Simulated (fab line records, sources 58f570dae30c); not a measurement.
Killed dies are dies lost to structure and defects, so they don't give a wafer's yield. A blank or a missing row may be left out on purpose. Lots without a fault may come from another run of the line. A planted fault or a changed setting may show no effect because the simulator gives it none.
Split-lot experiment | flow berkeley_cmos170 | 5 lots, 23 wafers read, on a route of 331 steps

THE SPLIT
At UCB170_SACOX_OXIDATION_01 (target thk 14.4 nm, ox time 2400 s), the setting temp_c was moved away from the recipe's 900 C on 15 of the 23 wafers read, by -1.1% to +2.0%. The other wafers ran this setting at the recipe's value.

The file shows no step between the split and the reading.

THE READING
SACOX_OXIDE_THK, in nm, at UCB170_SACOX_THK_MEAS_02. Fault-free wafers of this fab line usually give 14.3 nm, standard deviation 0.36 nm.

wafer  | tool, chamber at the split | temp_c as run, C | against the recipe | SACOX_OXIDE_THK, nm | against lot-mates on the recipe
L077.1 | -, -                       | 917.9            | +2.0%              | 17.2                | no lot-mate on the recipe
L077.3 | -, -                       | 917.9            | +2.0%              | 17.3                | no lot-mate on the recipe
L077.4 | -, -                       | 917.9            | +2.0%              | 17.5                | no lot-mate on the recipe
L077.5 | -, -                       | 917.9            | +2.0%              | 17.6                | no lot-mate on the recipe
L077.6 | -, -                       | 917.9            | +2.0%              | 17.3                | no lot-mate on the recipe
L078.1 | -, -                       | 889.9            | -1.1%              | 12.8                | no lot-mate on the recipe
L078.2 | -, -                       | 889.9            | -1.1%              | 13.0                | no lot-mate on the recipe
L078.4 | -, -                       | 889.9            | -1.1%              | 13.1                | no lot-mate on the recipe
L078.5 | -, -                       | 889.9            | -1.1%              | 13.1                | no lot-mate on the recipe
L078.6 | -, -                       | 889.9            | -1.1%              | 13.2                | no lot-mate on the recipe
L080.1 | -, -                       | 916.5            | +1.8%              | 16.9                | no lot-mate on the recipe
L080.2 | -, -                       | 916.5            | +1.8%              | 16.9                | no lot-mate on the recipe
L080.3 | -, -                       | 916.5            | +1.8%              | 16.9                | no lot-mate on the recipe
L080.5 | -, -                       | 916.5            | +1.8%              | 17.0                | no lot-mate on the recipe
L080.6 | -, -                       | 916.5            | +1.8%              | 17.0                | no lot-mate on the recipe
L082.1 | -, -                       | 900              | recipe             | 13.7                | -
L082.3 | -, -                       | 900              | recipe             | 13.8                | -
L082.4 | -, -                       | 900              | recipe             | 14.0                | -
L082.5 | -, -                       | 900              | recipe             | 14.0                | -
L082.6 | -, -                       | 900              | recipe             | 13.8                | -
L085.1 | furnace-04, 0              | 900              | recipe             | 14.4                | -
L085.3 | furnace-04, 0              | 900              | recipe             | 14.2                | -
L085.5 | furnace-04, 0              | 900              | recipe             | 14.4                | -

THE FIT
A straight line over all 23 wafers: SACOX_OXIDE_THK changes by +1.43 nm for each +1% of temp_c; r = +0.99; the points scatter about the line by 0.32 nm.
Too few moved wafers have a lot-mate on the recipe to fit a line with each lot's own level taken away.

THE WHOLE CHAIN: every reading that the file lists as answering this split, in the file's order
step                      | what it does                       | reading                                                                            | change (the file's fit)              | r (the file's)
UCB170_SACOX_OXIDATION_01 | target thk 14.4 nm, ox time 2400 s | SiO2_of_SACOX_OXIDATION_01.thk_nm (the simulator's own value, which no gauge read) | +1.44 nm for each +1% of the setting | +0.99
UCB170_SACOX_THK_MEAS_02  |                                    | SACOX_OXIDE_THK                                                                    | +1.44 for each +1% of the setting    | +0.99

THE FILE'S OWN FIT
SACOX_OXIDE_THK changes by +1.44 nm for each +1% of temp_c, r = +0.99.
